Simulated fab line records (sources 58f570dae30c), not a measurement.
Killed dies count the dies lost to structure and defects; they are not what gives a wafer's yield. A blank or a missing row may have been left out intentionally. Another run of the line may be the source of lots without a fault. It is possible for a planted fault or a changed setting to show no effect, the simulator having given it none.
fab line records	flow berkeleyCmos170
record lots=15	wafers=45	lastDay=12
route steps=331 shown ZERO@13 SCREENOX@102 PVT@121
lots with no fault: from the same line, run without faults
startH: start of the lot's first displayed wafer, in hours after the record's first day	waitH: hours elapsed since this lot's preceding step	" unchanged from the row above	L1.1+2: a single row standing in for several wafers	- value missing, or start not given	* or withheld: withheld	< > ~ a bound
route shown NAME@n: NAME is a module with steps in the file, n the number in the route of the first one	usual: mean and standard deviation over wafers with no fault	same: alike in all rows	chamber/n: place in a boat	sites: readings site by site	_std_site: standard deviation of those values	_edge_site: inner sites' mean taken away from outer sites' mean	radiusMm: for every site, how far away it sits from the centre of the wafer	mask NAME#n: copy n	behind: the tool/chamber that last shaped the wafer	hold: cause of the lot's hold/its duration in hours/its outcome	device: transistor that didn't switch, given as n, p or np	end of line: the route-end tests of the same wafers	step lacking rows: just its recipe	killed: dies lost to structure and defects at the first sort, not the wafer's yield	map: dies across one wafer; x = killed, . = not, _ = none there
set.NAME: the run value of the setting; set.NAME@STEP: its run value at that earlier step	model.NAME: the simulator's own value behind a step, which no gauge read
one table for each step of the route and one row for each wafer, over a sample of lots
services: the hour from which a tool's chamber was out of use, counted from the record's first day as startH (under 0 if before that day), plus the number of hours and why
## steps
# step UCB170_ZERO_STRIP_07
# recipe chemistry=O2	powerW=400	pressureMtorr=3500	platenTempC=withheld	o2FlowSccm=400	overashFraction=0.5
# usual chamberPressureMTorr=3500/3.2	drypumpMotorCurrentA=6.0/0.62	oesProductAu=0.728/0.0051	stripTimeToEndpointS=21.45/0.066
lot.wafer	tool	chamber	startH	waitH	chamberPressureMTorr	drypumpMotorCurrentA	oesProductAu	rfHoursCounterH	stripTimeToEndpointS
L701.1	plasmaAsher-03	0	20.59	0.0	3497	5.4	0.723	21	21.43
L701.2	"	1	"	"	3505	6.5	0.739	21	21.39
L701.6	"	1	"	"	3500	6.5	0.716	-	21.31
L702.2	plasmaAsher-03	1	27.14	0.0	3503	6.6	0.730	22	21.38
L702.4	"	1	"	"	3499	6.5	0.744	-	21.39
L702.5	"	0	"	"	3496	5.4	0.722	-	21.42
L703.3	plasmaAsher-03	0	32.69	0.0	3498	5.4	0.725	-	21.54
L703.4	"	1	"	"	3499	6.6	0.727	-	21.51
L703.5	"	1	"	"	3504	6.6	0.739	-	21.51
L705.1	plasmaAsher-03	0	42.02	0.0	3504	5.4	0.724	24	21.57
L705.5	"	0	"	"	3498	5.4	0.730	-	21.53
L705.6	"	1	"	"	3505	6.6	0.733	-	21.50
L708.1	plasmaAsher-03	0	49.96	0.0	3491	5.4	0.734	24	21.45
L708.2	"	1	"	"	3500	6.6	0.726	24	21.47
L708.3	"	1	"	"	3502	6.6	0.735	-	21.44
L706.2	plasmaAsher-02	1	50.04	0.0	3499	5.6	0.729	33	21.35
L706.3	"	0	"	"	3502	6.6	0.720	-	21.43
L706.5	"	1	"	"	3500	5.6	0.736	-	21.30
L707.1	plasmaAsher-02	1	50.28	0.0	3507	5.6	0.727	33	21.33
L707.2	"	0	"	"	3499	6.6	0.729	33	21.36
L707.4	"	0	"	"	3499	6.6	0.727	-	21.41
L710.3	plasmaAsher-03	1	69.62	0.0	3502	6.6	0.733	-	21.43
L710.4	"	0	"	"	3497	5.4	0.729	-	21.43
L710.5	"	0	"	"	3499	5.4	0.726	-	21.47
L711.2	plasmaAsher-02	0	76.92	0.0	3508	6.6	0.725	36	21.45
L711.4	"	1	"	"	3504	5.6	0.730	-	21.45
L711.5	"	1	"	"	3501	5.6	0.732	-	21.51
L713.1	plasmaAsher-04	1	89.09	0.0	3497	6.7	0.726	36	21.37
L713.4	"	1	"	"	3499	6.6	0.728	-	21.41
L713.5	"	1	"	"	3500	6.7	0.721	-	21.43
L714.1	plasmaAsher-03	1	89.33	0.0	3504	6.6	0.737	28	21.51
L714.3	"	0	"	"	3499	5.4	0.730	-	21.41
L714.6	"	1	"	"	3501	6.6	0.721	-	21.36
L715.4	plasmaAsher-04	1	93.38	0.0	3504	6.7	0.730	-	21.42
L715.5	"	0	"	"	3496	5.1	0.723	-	21.41
L715.6	"	1	"	"	3502	6.7	0.730	-	21.44
L720.2	plasmaAsher-03	0	117.41	0.0	3499	5.4	0.735	31	21.47
L720.3	"	1	"	"	3498	6.6	0.725	-	21.48
L720.4	"	0	"	"	3498	5.4	0.728	-	21.50
L722.1	plasmaAsher-04	1	127.44	0.0	3501	6.7	0.718	1	21.51
L722.4	"	0	"	"	3502	5.1	0.729	-	21.50
L722.5	"	0	"	"	3499	5.1	0.724	-	21.58
L723.2	plasmaAsher-03	1	127.68	0.0	3504	6.6	0.723	32	21.50
L723.4	"	1	"	"	3502	6.6	0.733	-	21.55
L723.5	"	1	"	"	3495	6.6	0.729	-	21.49
# step UCB170_SCREENOX_THK_MEAS_02
# recipe reads=SiO2_of_SCREENOX_OXIDATION_01
# usual SCREENOX_OXIDE_THK=14.30/0.23
lot.wafer	tool	chamber	startH	waitH	SCREENOX_OXIDE_THK[nm]
L701.1	filmMetro-03	-	133.26	0.0	14.44
L701.2	"	-	"	"	14.17
L701.6	"	-	"	"	14.30
L702.2	filmMetro-01	-	133.33	0.1	14.87
L702.4	"	-	"	"	14.78
L702.5	"	-	"	"	14.77
L705.1	filmMetro-01	-	138.79	0.0	14.07
L705.5	"	-	"	"	14.24
L705.6	"	-	"	"	14.36
L703.3	filmMetro-02	-	138.81	0.0	14.18
L703.4	"	-	"	"	14.30
L703.5	"	-	"	"	14.34
L707.1	filmMetro-03	-	149.81	0.0	14.62
L707.2	"	-	"	"	14.49
L707.4	"	-	"	"	14.46
L708.1	filmMetro-01	-	149.81	0.0	14.50
L708.2	"	-	"	"	14.12
L708.3	"	-	"	"	14.33
L706.2	filmMetro-02	-	149.82	0.0	14.47
L706.3	"	-	"	"	14.24
L706.5	"	-	"	"	14.27
L715.4	filmMetro-03	-	183.61	0.0	14.51
L715.5	"	-	"	"	14.58
L715.6	"	-	"	"	14.50
L713.1	filmMetro-03	-	183.64	0.1	14.37
L713.4	"	-	"	"	14.45
L713.5	"	-	"	"	14.62
L714.1	filmMetro-02	-	183.64	0.1	14.06
L714.3	"	-	"	"	14.14
L714.6	"	-	"	"	14.04
L711.2	filmMetro-03	-	183.71	0.1	14.25
L711.4	"	-	"	"	14.14
L711.5	"	-	"	"	14.21
L710.3	filmMetro-02	-	183.72	0.1	14.25
L710.4	"	-	"	"	14.17
L710.5	"	-	"	"	14.18
L720.2	filmMetro-01	-	202.22	0.0	13.99
L720.3	"	-	"	"	14.05
L720.4	"	-	"	"	13.91
L722.1	filmMetro-03	-	225.46	0.0	14.33
L722.4	"	-	"	"	14.37
L722.5	"	-	"	"	14.44
L723.2	filmMetro-01	-	225.47	0.0	14.38
L723.4	"	-	"	"	14.20
L723.5	"	-	"	"	14.30
# step UCB170_PVT_OVL_MEAS_06
# usual PVT_OVL=1/5.7
lot.wafer	tool	chamber	startH	waitH	PVT_OVL[nm]
L702.2	overlay-02	-	143.00	-	3
L702.4	"	-	"	"	0
L702.5	"	-	"	"	-1
L701.1	overlay-02	-	143.55	-	-1
L701.2	"	-	"	"	4
L701.6	"	-	"	"	1
L705.1	overlay-01	-	149.96	-	4
L705.5	"	-	"	"	0
L705.6	"	-	"	"	-3
L703.3	overlay-02	-	150.88	-	4
L703.4	"	-	"	"	4
L703.5	"	-	"	"	4
L708.1	overlay-01	-	157.35	-	-16
L708.2	"	-	"	"	-1
L708.3	"	-	"	"	-8
L706.2	overlay-01	-	157.43	-	1
L706.3	"	-	"	"	-3
L706.5	"	-	"	"	-8
L707.1	overlay-01	-	157.56	-	-4
L707.2	"	-	"	"	4
L707.4	"	-	"	"	0
L715.4	overlay-02	-	193.40	-	-6
L715.5	"	-	"	"	10
L715.6	"	-	"	"	3
L711.2	overlay-01	-	193.62	-	1
L711.4	"	-	"	"	-1
L711.5	"	-	"	"	0
L713.1	overlay-01	-	193.94	-	-3
L713.4	"	-	"	"	6
L713.5	"	-	"	"	9
L710.3	overlay-01	-	194.18	-	7
L710.4	"	-	"	"	11
L710.5	"	-	"	"	7
L714.1	overlay-02	-	194.49	-	8
L714.3	"	-	"	"	6
L714.6	"	-	"	"	8
L720.2	overlay-02	-	211.48	-	3
L720.3	"	-	"	"	8
L720.4	"	-	"	"	1
L722.1	overlay-01	-	237.05	-	-9
L722.4	"	-	"	"	-5
L722.5	"	-	"	"	1
L723.2	overlay-02	-	237.12	-	4
L723.4	"	-	"	"	2
L723.5	"	-	"	"	-4
# step UCB170_PVT_IMPLANT_07
# recipe species=P	doseCm2=2e+12	energyKev=30	tiltDeg=7
# usual beamEnergyKeV=29.999/0.0091	faradayCurrentUA=6.36/0.14
lot.wafer	tool	chamber	startH	waitH	beamEnergyKeV	faradayCurrentUA
L702.2	implanter-01	0	143.06	0.0	29.997	6.43
L702.4	"	0	"	"	29.997	6.37
L702.5	"	0	"	"	29.989	6.22
L701.1	implanter-04	0	143.58	0.0	30.012	6.51
L701.2	"	0	"	"	29.990	6.34
L701.6	"	0	"	"	29.987	6.40
L705.1	implanter-04	0	150.00	0.0	30.012	6.51
L705.5	"	0	"	"	30.003	6.43
L705.6	"	0	"	"	29.998	6.29
L703.3	implanter-02	0	150.95	0.1	30.002	6.59
L703.4	"	0	"	"	29.995	6.50
L703.5	"	0	"	"	30.009	6.45
L708.1	implanter-04	0	157.38	0.0	29.989	6.43
L708.2	"	0	"	"	29.972	6.21
L708.3	"	0	"	"	29.981	6.20
L706.2	implanter-01	0	157.49	0.0	29.991	6.30
L706.3	"	0	"	"	29.999	6.27
L706.5	"	0	"	"	30.000	6.24
L707.1	implanter-04	0	157.59	0.0	30.003	6.28
L707.2	"	0	"	"	30.017	6.39
L707.4	"	0	"	"	30.003	6.48
L715.4	implanter-04	0	193.50	0.1	20.986	6.24
L715.5	"	0	"	"	21.008	6.49
L715.6	"	0	"	"	21.016	6.44
L711.2	implanter-01	0	193.68	0.0	29.992	6.35
L711.4	"	0	"	"	30.006	6.30
L711.5	"	0	"	"	29.992	6.36
L713.1	implanter-04	0	193.97	0.0	20.988	6.42
L713.4	"	0	"	"	20.994	6.46
L713.5	"	0	"	"	20.987	6.44
L710.3	implanter-01	0	194.25	0.1	29.987	6.42
L710.4	"	0	"	"	29.991	6.24
L710.5	"	0	"	"	29.995	6.47
L714.1	implanter-04	0	194.52	0.0	21.012	6.44
L714.3	"	0	"	"	21.001	6.41
L714.6	"	0	"	"	21.002	6.38
L720.2	implanter-02	0	211.54	0.0	30.010	6.51
L720.3	"	0	"	"	30.007	6.34
L720.4	"	0	"	"	30.004	6.24
L722.1	implanter-01	0	237.08	0.0	30.002	6.27
L722.4	"	0	"	"	30.001	6.04
L722.5	"	0	"	"	29.996	6.65
L723.2	implanter-02	0	237.17	0.0	29.989	6.23
L723.4	"	0	"	"	29.999	6.33
L723.5	"	0	"	"	29.978	6.10
# step UCB170_PVT_TW_MEAS_09
# usual PVT_TW=506/3.8
lot.wafer	tool	chamber	startH	waitH	PVT_TW
L702.2	filmMetro-04	-	143.32	0.1	500
L702.4	"	-	"	"	498
L702.5	"	-	"	"	501
L701.1	filmMetro-04	-	143.83	0.1	499
L701.2	"	-	"	"	499
L701.6	"	-	"	"	499
L705.1	filmMetro-04	-	150.25	0.1	503
L705.5	"	-	"	"	502
L705.6	"	-	"	"	502
L703.3	filmMetro-01	-	151.17	0.1	511
L703.4	"	-	"	"	511
L703.5	"	-	"	"	510
L708.1	filmMetro-02	-	157.63	0.1	509
L708.2	"	-	"	"	508
L708.3	"	-	"	"	510
L706.2	filmMetro-04	-	157.72	0.1	503
L706.3	"	-	"	"	505
L706.5	"	-	"	"	504
L707.1	filmMetro-01	-	157.84	0.1	510
L707.2	"	-	"	"	512
L707.4	"	-	"	"	511
L715.4	filmMetro-02	-	193.70	0.1	457
L715.5	"	-	"	"	458
L715.6	"	-	"	"	458
L711.2	filmMetro-02	-	193.91	0.1	503
L711.4	"	-	"	"	506
L711.5	"	-	"	"	505
L713.1	filmMetro-04	-	194.22	0.1	454
L713.4	"	-	"	"	456
L713.5	"	-	"	"	456
L710.3	filmMetro-01	-	194.47	0.1	506
L710.4	"	-	"	"	508
L710.5	"	-	"	"	507
L714.1	filmMetro-01	-	194.77	0.1	460
L714.3	"	-	"	"	459
L714.6	"	-	"	"	460
L720.2	filmMetro-01	-	211.77	0.1	507
L720.3	"	-	"	"	509
L720.4	"	-	"	"	506
L722.1	filmMetro-02	-	237.33	0.1	508
L722.4	"	-	"	"	508
L722.5	"	-	"	"	510
L723.2	filmMetro-01	-	237.41	0.1	508
L723.4	"	-	"	"	507
L723.5	"	-	"	"	509
## services
tool	chamber	startH	hours	kind
implanter-01	-	11.62	5.4	pm
implanter-02	-	23.52	3.8	repair
plasmaAsher-04	-	27.20	12.8	repair
implanter-02	-	45.15	2.9	pm
plasmaAsher-04	-	56.67	0.7	repair
implanter-04	-	81.53	1.1	repair
plasmaAsher-04	-	101.10	0.4	repair
plasmaAsher-04	-	108.75	9.0	pm
plasmaAsher-04	0	108.75	9.0	ventCycle
plasmaAsher-04	1	108.75	9.0	ventCycle
plasmaAsher-04	0	117.75	-	clean
plasmaAsher-04	1	117.75	-	clean
implanter-01	-	125.02	3.5	pm
plasmaAsher-03	-	145.70	2.3	repair
plasmaAsher-04	-	162.68	1.7	repair
plasmaAsher-02	-	203.56	4.3	pm
## key
firstSign step=UCB170_PVT_IMPLANT_07	reading=beamEnergyKeV	direction=down	sigmas=99+	usual=29.999	struck=20.999
effect step=UCB170_PVT_TW_MEAS_09	reading=PVT_TW	direction=down	sigmas=13	usual=506	struck=458
metAt UCB170_PVT_IMPLANT_07
struckLots L713,L714,L715
testerLeftOut L713,L714,L715
notActingAt UCB170_ZERO_STRIP_07,UCB170_SCREENOX_THK_MEAS_02,UCB170_PVT_OVL_MEAS_06
onsetBetween 157.59 193.50
fault kind=processParameterDrift	tool=implanter-04	chamber=-	onsetH=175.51	steps=UCB170_PVT_IMPLANT_07	channel=energyKev	offset=-9	shape=step	endH=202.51	actsIn=theseRecipesOnly	stated=30
# testerLeftOut: of these lots the tester's yield and bins aren't shown, on N5 and GAA mostly nor the transistor test; their killed dies are dies lost to structure and defects alone, not to doping, threshold or leakage, so they don't give the yield
